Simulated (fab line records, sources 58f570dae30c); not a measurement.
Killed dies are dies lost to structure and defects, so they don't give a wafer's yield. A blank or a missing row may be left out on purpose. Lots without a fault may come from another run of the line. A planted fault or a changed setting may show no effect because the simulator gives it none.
Which tool did it? | flow berkeley_cmos170 | 15 lots, 45 wafers sampled, at 1 step of a route of 331

WHAT THE GAUGES READ, wafer by wafer
The record holds no reading of a measuring or inspecting step that can be judged against a usual standard deviation.

WHICH TOOL RAN EACH LOT (tool, then ch and the chambers of the sampled wafers, then the start)
lot  | UCB170_M3_PEB_13
L483 | litho_track-02 ch 0, day 7 07:53
L484 | litho_track-02 ch 0, day 7 18:12
L486 | litho_track-01, day 8 07:23
L487 | litho_track-03, day 8 07:59
L489 | litho_track-03, day 8 17:38
L490 | litho_track-02 ch 0, day 8 18:07
L496 | litho_track-03 ch 0, day 10 11:31
L499 | litho_track-01 ch 0, day 10 20:15
L498 | litho_track-03 ch 0, day 11 10:25
L501 | litho_track-01 ch 0, day 11 22:42
L500 | litho_track-03 ch 0, day 11 23:29
L502 | litho_track-03 ch 0, day 12 02:08
L504 | litho_track-03 ch 0, day 12 02:23
L503 | litho_track-01 ch 0, day 12 02:24
L505 | litho_track-02 ch 0, day 12 18:08
- UCB170_M3_PEB_13

WHAT THE TOOLS THEMSELVES READ (means of the sampled wafers that have a number; where no wafer has one, the mark that the record gives instead)
UCB170_M3_PEB_13.
lot  | tool           | chill_plate_temp_C (C) | exhaust_pa (Pa)
L483 | litho_track-02 | 22.95                  | 44.2
L484 | litho_track-02 | 22.90                  | 45.2
L486 | litho_track-01 | -                      | -
L487 | litho_track-03 | -                      | -
L489 | litho_track-03 | -                      | -
L490 | litho_track-02 | 23.00                  | 45.2
L496 | litho_track-03 | 23.06                  | 45.9
L499 | litho_track-01 | 23.17                  | 45.1
L498 | litho_track-03 | 23.03                  | 45.7
L501 | litho_track-01 | 23.04                  | 46.0
L500 | litho_track-03 | 23.04                  | 46.0
L502 | litho_track-03 | 23.06                  | 44.7
L504 | litho_track-03 | 23.01                  | 44.9
L503 | litho_track-01 | 23.14                  | 45.7
L505 | litho_track-02 | 23.02                  | 44.2

THE ANSWER, worked out from the rows above alone
Rule: what is usual is taken from the lots themselves. Put in order of their means at a reading, lots are off if they are a third of the lots or fewer, leave a main group of 4 or more, and stand apart from it by a gap of 3 or more times the standard deviation of the main group's means; of several such gaps the widest counts. A main group whose means are all the same, to the digits that the tables above print for the reading, isn't used. A lot without any number at a reading at which 4 lots or more have one is off too. The other lots that the step has rows for count as sound. The gauges are gone through in route order, then the tools' own readings, and for those a lot's mean is taken as printed above. The first step at which some lot is off is used, and at that step the reading that is off furthest; a lot without a number counts as furthest.
Off: L486, L487, L489, at UCB170_M3_PEB_13 (chill_plate_temp_C). Without a number there: L486, L487, L489. The main group: mean 23.04 C, standard deviation 0.07.
A tool fits if, at that step or a process step before it, it ran every lot that is off, and no sound lot after the first of them. None of those tried fits.

WHAT THE SIMULATOR HAD PUT IN
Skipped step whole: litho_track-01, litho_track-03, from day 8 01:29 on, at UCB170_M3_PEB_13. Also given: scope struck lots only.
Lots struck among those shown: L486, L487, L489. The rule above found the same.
